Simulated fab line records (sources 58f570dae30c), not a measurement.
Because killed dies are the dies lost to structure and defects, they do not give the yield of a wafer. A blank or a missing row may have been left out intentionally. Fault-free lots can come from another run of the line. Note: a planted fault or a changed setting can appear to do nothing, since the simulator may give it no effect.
What tool caused it? :: flow berkeley-cmos170 :: 42 wafers from 14 lots sampled at 2 of the route's 331 steps

## WHAT THE GAUGES READ, wafer by wafer
UCB170_PLDD_TW_MEAS_11. Usual: for PLDD_TW the level is 1011 and the standard deviation is 8.8.
lot: L565
measured: day 6 04:46
on: film-metro-03
PLDD_TW: 1006 1005 1004
flag: 

lot: L568
measured: day 6 05:01
on: film-metro-03
PLDD_TW: 1006 1008 1007
flag: 

lot: L570
measured: day 6 20:44
on: film-metro-03
PLDD_TW: 1008 1004 1005
flag: 

lot: L571
measured: day 6 20:58
on: film-metro-02
PLDD_TW: 1027 1022 1024
flag: 

lot: L573
measured: day 7 09:53
on: film-metro-02
PLDD_TW: 1014 1016 1021
flag: 

lot: L572
measured: day 7 10:07
on: film-metro-02
PLDD_TW: 1022 1021 1023
flag: 

lot: L575
measured: day 7 19:07
on: film-metro-02
PLDD_TW: 1021 1023 1027
flag: 

lot: L574
measured: day 7 19:38
on: film-metro-03
PLDD_TW: 1009 1010 1007
flag: 

lot: L579
measured: day 8 17:08
on: film-metro-02
PLDD_TW: 1427 1434 1424 1428 1430 1429
flag: OFF

lot: L578
measured: day 8 17:23
on: film-metro-03
PLDD_TW: 1008 1005 1006
flag: 

lot: L580
measured: day 9 03:33
on: film-metro-01
PLDD_TW: 1405 1413 1413 1408 1400 1399
flag: OFF

lot: L583
measured: day 9 15:05
on: film-metro-01
PLDD_TW: 1005 998 1001
flag: 

lot: L586
measured: day 10 13:34
on: film-metro-03
PLDD_TW: 1008 1001 1005
flag: 

lot: L588
measured: day 10 21:43
on: film-metro-02
PLDD_TW: 1020 1015 1023
flag: 

## TOOL THAT RAN EACH LOT (tool first, then ch and the chambers of the sampled wafers, then the start)
lot: L565
UCB170_PLDD_IMPLANT_08: implanter-03 ch 0, day 6 04:23

lot: L568
UCB170_PLDD_IMPLANT_08: implanter-04 ch 0, day 6 04:37

lot: L570
UCB170_PLDD_IMPLANT_08: implanter-04 ch 0, day 6 20:20

lot: L571
UCB170_PLDD_IMPLANT_08: implanter-01 ch 0, day 6 20:35

lot: L573
UCB170_PLDD_IMPLANT_08: implanter-03 ch 0, day 7 09:31

lot: L572
UCB170_PLDD_IMPLANT_08: implanter-04 ch 0, day 7 09:45

lot: L575
UCB170_PLDD_IMPLANT_08: implanter-03 ch 0, day 7 18:44

lot: L574
UCB170_PLDD_IMPLANT_08: implanter-04 ch 0, day 7 19:16

lot: L579
UCB170_PLDD_IMPLANT_08: implanter-03 ch 0, day 8 16:44

lot: L578
UCB170_PLDD_IMPLANT_08: implanter-04 ch 0, day 8 17:01

lot: L580
UCB170_PLDD_IMPLANT_08: implanter-03 ch 0, day 9 03:09

lot: L583
UCB170_PLDD_IMPLANT_08: implanter-04 ch 0, day 9 14:42

lot: L586
UCB170_PLDD_IMPLANT_08: implanter-04 ch 0, day 10 13:10

lot: L588
UCB170_PLDD_IMPLANT_08: implanter-04 ch 0, day 10 21:20
- UCB170_PLDD_IMPLANT_08

## AS READ BY THE TOOLS THEMSELVES (means over the sampled wafers that have a number; for cases with no such wafer, the mark the record gives instead)
UCB170_PLDD_IMPLANT_08. Usual: beam-on-s 10.01 s, standard deviation 0.21; dose-ions-cm2 5e+13, standard deviation 6.3e+10; faraday-current-uA 158, standard deviation 3.2.
lot: L565
tool: implanter-03
beam-on-s (s): 10.00
dose-ions-cm2: 5e+13
faraday-current-uA: 158
flag: 

lot: L568
tool: implanter-04
beam-on-s (s): 10.26
dose-ions-cm2: 5e+13
faraday-current-uA: 155
flag: 

lot: L570
tool: implanter-04
beam-on-s (s): 10.01
dose-ions-cm2: 5e+13
faraday-current-uA: 159
flag: 

lot: L571
tool: implanter-01
beam-on-s (s): 9.95
dose-ions-cm2: 5e+13
faraday-current-uA: 160
flag: 

lot: L573
tool: implanter-03
beam-on-s (s): 10.01
dose-ions-cm2: 5e+13
faraday-current-uA: 158
flag: 

lot: L572
tool: implanter-04
beam-on-s (s): 9.87
dose-ions-cm2: 5e+13
faraday-current-uA: 160
flag: 

lot: L575
tool: implanter-03
beam-on-s (s): 10.03
dose-ions-cm2: 5e+13
faraday-current-uA: 158
flag: 

lot: L574
tool: implanter-04
beam-on-s (s): 9.90
dose-ions-cm2: 5e+13
faraday-current-uA: 160
flag: 

lot: L579
tool: implanter-03
beam-on-s (s): 42.34
dose-ions-cm2: 2e+14
faraday-current-uA: 187
flag: OFF

lot: L578
tool: implanter-04
beam-on-s (s): 9.77
dose-ions-cm2: 5e+13
faraday-current-uA: 163
flag: 

lot: L580
tool: implanter-03
beam-on-s (s): 42.64
dose-ions-cm2: 3e+14
faraday-current-uA: 186
flag: OFF

lot: L583
tool: implanter-04
beam-on-s (s): 10.00
dose-ions-cm2: 5e+13
faraday-current-uA: 159
flag: 

lot: L586
tool: implanter-04
beam-on-s (s): 10.03
dose-ions-cm2: 5e+13
faraday-current-uA: 158
flag: 

lot: L588
tool: implanter-04
beam-on-s (s): 10.21
dose-ions-cm2: 5e+13
faraday-current-uA: 156
flag: 

## THE ANSWER, worked out from the rows above alone
Rule: a lot counts as off when the mean over its wafers that have a number is more than 3 standard deviations away from the usual mean. A lot without any number at a reading at which 4 lots or more have one is off too. Where the step has rows for the other lots, those lots are counted as sound. Order of review: gauges by route order, followed by the tools' own readings, for which a lot's mean as printed above is used. At the first step where some lot is off, the reading lying furthest off is the one used; lots without a number count as furthest.
Off: L579, L580, at UCB170_PLDD_TW_MEAS_11 (PLDD_TW).
A tool fits if, at a process step before that reading, it ran every lot that is off, and no sound lot after the first of them. The gauges at UCB170_PLDD_TW_MEAS_11 aren't tried: what is off there is off at UCB170_PLDD_IMPLANT_08 too, on other tools, and a gauge's error can't cause that. One fits: UCB170_PLDD_IMPLANT_08 on implanter-03. Its last sound lot is L575 (day 7 18:44), its first lot that is off L579 (day 8 16:44): a fault that began between those two fits.
The tool's own readings at UCB170_PLDD_IMPLANT_08 bear it out: on the lots that are off they differ by more than 5 times the standard deviation of the sound lots' means. beam-on-s reads 42.49 s there against 10.00 s on the sound lots; dose-ions-cm2 reads 2e+14 there against 5e+13 on the sound lots; faraday-current-uA reads 186 there against 159 on the sound lots.

## WHAT THE SIMULATOR HAD PUT IN
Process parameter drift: implanter-03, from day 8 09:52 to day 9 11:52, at UCB170_PLDD_IMPLANT_08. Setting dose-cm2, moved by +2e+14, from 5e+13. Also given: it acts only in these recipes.
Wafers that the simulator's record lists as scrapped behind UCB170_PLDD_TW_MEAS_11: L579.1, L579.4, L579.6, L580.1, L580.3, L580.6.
Struck lots among those shown: L579, L580. The rule above reached the same finding.
